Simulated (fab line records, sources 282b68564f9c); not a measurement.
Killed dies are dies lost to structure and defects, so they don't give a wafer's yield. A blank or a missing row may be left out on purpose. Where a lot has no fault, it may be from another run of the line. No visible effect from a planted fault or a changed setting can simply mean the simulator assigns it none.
fab line records	flow ritCmos
record lots=15	wafers=45	lastDay=7
route steps=202 shown REOX@101
lots that met no fault: from a run of the same line without faults
startH: start of the lot's first displayed wafer, in hours after the record's first day	waitH: hours elapsed since this lot's preceding step	" as in the row above	L1.1+2: a single row standing in for several wafers	- value missing, or start not given	* or withheld: withheld	< > ~ a bound
route shown NAME@n: a module of which the file shows steps, and the number in the route of the first	usual: mean/standard deviation taken from wafers without a fault	same: alike in all rows	chamber/n: place in a boat	sites: each site's reading	_std_site: how widely they spread, as a standard deviation	_edge_site: mean of outer sites minus mean of inner sites	radiusMm: for every site, how far away it sits from the centre of the wafer	mask NAME#n: copy n	behind: the most recent tool/chamber to have shaped the wafer	hold: cause of the lot's hold/its duration in hours/its outcome	device: the n, p or np transistor that did not switch	end of line: tests of these same wafers at the route's end	where a step has no rows: the recipe by itself	killed: dies that structure and defects cost at the first sort, which is not the same as the wafer's yield	map: the dies of a wafer, with x for killed, . for not killed, _ for no die there
set.NAME: the run value of the setting; set.NAME@STEP: its run value at that earlier step	model.NAME: the simulator's own value behind a step, which no gauge read
route steps across a sampled set of lots; one table per step, one row per wafer
services: when a tool's chamber went out of use (startH, in hours from the record's first day, below 0 if earlier), for how many hours, and the reason
## steps
# step RIT_REOX_OXIDATION_03
# recipe tempC=900	ambient=O2	targetThkA=252	oxTimeS=5580
# usual spikeTcCentreC=902.0/1.5	spikeTcLoadC=927.2/1.1	spikeTcSourceC=923.3/1.4	tubeCenterTempC=900/0.079	tube_center_temp_C_max=902.3/0.45
lot.wafer	tool	chamber	startH	waitH	spikeTcCentreC	spikeTcLoadC	spikeTcSourceC	tubeCenterTempC	tube_center_temp_C_max
L478.2	furnace-01	0	48.27	0.6	901.4	928.3	924.8	899.96	901.9
L478.5	"	0	"	"	901.9	927.4	923.5	899.94	902.3
L478.6	"	0	"	"	901.3	927.6	923.7	899.93	902.4
L479.1	furnace-01	0	52.75	0.4	900.7	927.4	923.8	899.99	902.2
L479.2	"	0	"	"	900.5	927.9	924.4	899.89	902.3
L479.4	"	0	"	"	901.0	926.4	922.8	899.94	902.1
L480.1	furnace-01	0	52.75	0.0	899.9	929.0	925.3	899.97	901.6
L480.2	"	0	"	"	902.4	929.3	923.4	899.9	901.8
L480.3	"	0	"	"	901.2	928.0	923.6	900.04	902.5
L483.2	furnace-01	0	68.72	0.5	900.4	926.7	923.6	900.08	902.1
L483.4	"	0	"	"	898.2	926.9	924.7	899.96	902.7
L483.6	"	0	"	"	900.7	926.9	924.6	899.97	902.2
L485.3	furnace-03	0	75.12	1.1	903.1	926.5	923.3	899.97	902.7
L485.5	"	0	"	"	905.0	928.3	923.2	900.04	902.5
L485.6	"	0	"	"	904.8	928.2	923.8	900.05	902.5
L487.1	furnace-03	0	95.66	2.7	904.8	928.6	922.8	900.05	902.8
L487.3	"	0	"	"	904.2	928.3	922.5	900.06	902.4
L487.4	"	0	"	"	903.0	927.9	921.7	900.03	902.1
L488.3	furnace-03	0	100.84	1.3	904.0	927.1	921.7	900.04	902.4
L488.4	"	0	"	"	904.2	927.3	924.2	900.2	902.5
L488.5	"	0	"	"	904.5	926.5	922.7	899.96	902.0
L489.1	furnace-03	0	105.32	2.9	905.7	927.9	921.5	900.06	902.3
L489.2	"	0	"	"	903.2	928.6	922.6	900.07	902.3
L489.5	"	0	"	"	901.3	927.4	922.6	900	902.0
L490.1	furnace-03	0	114.62	2.8	902.3	928.8	923.3	899.93	903.9
L490.2	"	0	"	"	903.6	929.6	924.9	900.04	902.5
L490.6	"	0	"	"	902.7	927.3	922.9	900	902.1
L491.1	furnace-01	0	120.74	0.7	901.5	927.1	924.3	900.21	902.3
L491.2	"	0	"	"	901.1	928.0	925.4	899.94	903.4
L491.3	"	0	"	"	900.5	929.2	924.4	899.95	902.1
L492.1	furnace-01	0	120.74	0.4	900.4	927.8	924.0	900.06	902.6
L492.2	"	0	"	"	902.4	927.7	924.5	900.02	902.0
L492.6	"	0	"	"	903.6	926.9	924.5	899.99	902.1
L495.3	furnace-01	0	138.92	0.0	876.0	902.1	899.8	874.94	877.2
L495.4	"	0	"	"	875.1	900.9	898.8	874.94	877.2
L495.6	"	0	"	"	875.1	902.5	898.9	874.92	877.3
L497.1	furnace-01	0	143.40	1.0	874.3	901.5	900.1	875.04	877.5
L497.3	"	0	"	"	877.5	901.8	897.9	874.96	876.8
L497.5	"	0	"	"	875.3	901.3	897.6	874.94	876.8
L498.2	furnace-01	0	143.40	1.1	877.1	900.2	896.7	874.97	877.0
L498.3	"	0	"	"	875.4	904.1	898.1	875.02	877.6
L498.5	"	0	"	"	875.0	903.3	899.6	874.91	877.0
L499.3	furnace-04	0	151.16	0.4	903.5	925.3	922.3	899.98	902.1
L499.4	"	0	"	"	902.6	925.1	921.5	900.32	903.1
L499.6	"	0	"	"	902.7	925.0	922.7	899.98	902.1
# step RIT_REOX_THK_MEAS_04
# recipe reads=SiO2_of_REOX_OXIDATION_03
# usual REOX_OXIDE_THK=25.4/0.52
lot.wafer	tool	chamber	startH	waitH	REOX_OXIDE_THK[nm]
L478.2	filmMetro-02	-	50.83	0.0	25.2
L478.5	"	-	"	"	25.2
L478.6	"	-	"	"	25.1
L479.1	filmMetro-02	-	55.30	0.0	25.6
L479.2	"	-	"	"	25.5
L479.4	"	-	"	"	25.5
L480.1	filmMetro-01	-	55.30	0.0	24.5
L480.2	"	-	"	"	25.4
L480.3	"	-	"	"	24.5
L483.2	filmMetro-04	-	71.28	0.0	25.5
L483.4	"	-	"	"	25.1
L483.6	"	-	"	"	25.4
L485.3	filmMetro-04	-	77.69	0.0	25.5
L485.5	"	-	"	"	25.7
L485.6	"	-	"	"	25.4
L487.1	filmMetro-04	-	98.21	0.0	24.5
L487.3	"	-	"	"	24.6
L487.4	"	-	"	"	24.5
L488.3	filmMetro-01	-	103.41	0.0	25.5
L488.4	"	-	"	"	25.3
L488.5	"	-	"	"	24.9
L489.1	filmMetro-02	-	107.87	0.0	25.1
L489.2	"	-	"	"	25.9
L489.5	"	-	"	"	25.8
L490.1	filmMetro-04	-	117.17	0.0	25.2
L490.2	"	-	"	"	25.5
L490.6	"	-	"	"	24.9
L491.1	filmMetro-04	-	123.29	0.0	25.9
L491.2	"	-	"	"	26.1
L491.3	"	-	"	"	26.0
L492.1	filmMetro-02	-	123.30	0.0	25.8
L492.2	"	-	"	"	26.1
L492.6	"	-	"	"	26.0
L495.3	filmMetro-04	-	141.49	0.0	20.0
L495.4	"	-	"	"	19.2
L495.6	"	-	"	"	19.8
L497.1	filmMetro-02	-	145.95	0.0	19.7
L497.3	"	-	"	"	19.5
L497.5	"	-	"	"	19.7
L498.2	filmMetro-04	-	145.96	0.0	20.2
L498.3	"	-	"	"	20.0
L498.5	"	-	"	"	19.8
L499.3	filmMetro-02	-	153.73	0.0	25.8
L499.4	"	-	"	"	26.0
L499.6	"	-	"	"	26.0
## services
tool	chamber	startH	hours	kind
furnace-04	-	126.82	4.3	pm
## key
firstSign step=RIT_REOX_OXIDATION_03	reading=tubeCenterTempC	direction=down	sigmas=99+	usual=*	struck=*
effect step=RIT_REOX_OXIDATION_03	reading=tube_center_temp_C_max	direction=down	sigmas=56	usual=*	struck=*
effect step=RIT_REOX_THK_MEAS_04	reading=REOX_OXIDE_THK	direction=down	sigmas=11	usual=25.4	struck=19.8
metAt RIT_REOX_OXIDATION_03
struckLots L495,L497,L498
testerLeftOut L495,L497,L498
fault kind=processParameterDrift	tool=furnace-01	chamber=-	onsetH=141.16	steps=RIT_REOX_OXIDATION_03	channel=tempC	offset=*	shape=step	endH=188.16	actsIn=*	stated=*
# testerLeftOut: of these lots the tester's yield and bins aren't shown, on N5 and GAA mostly nor the transistor test; their killed dies are dies lost to structure and defects alone, not to doping, threshold or leakage, so they don't give the yield
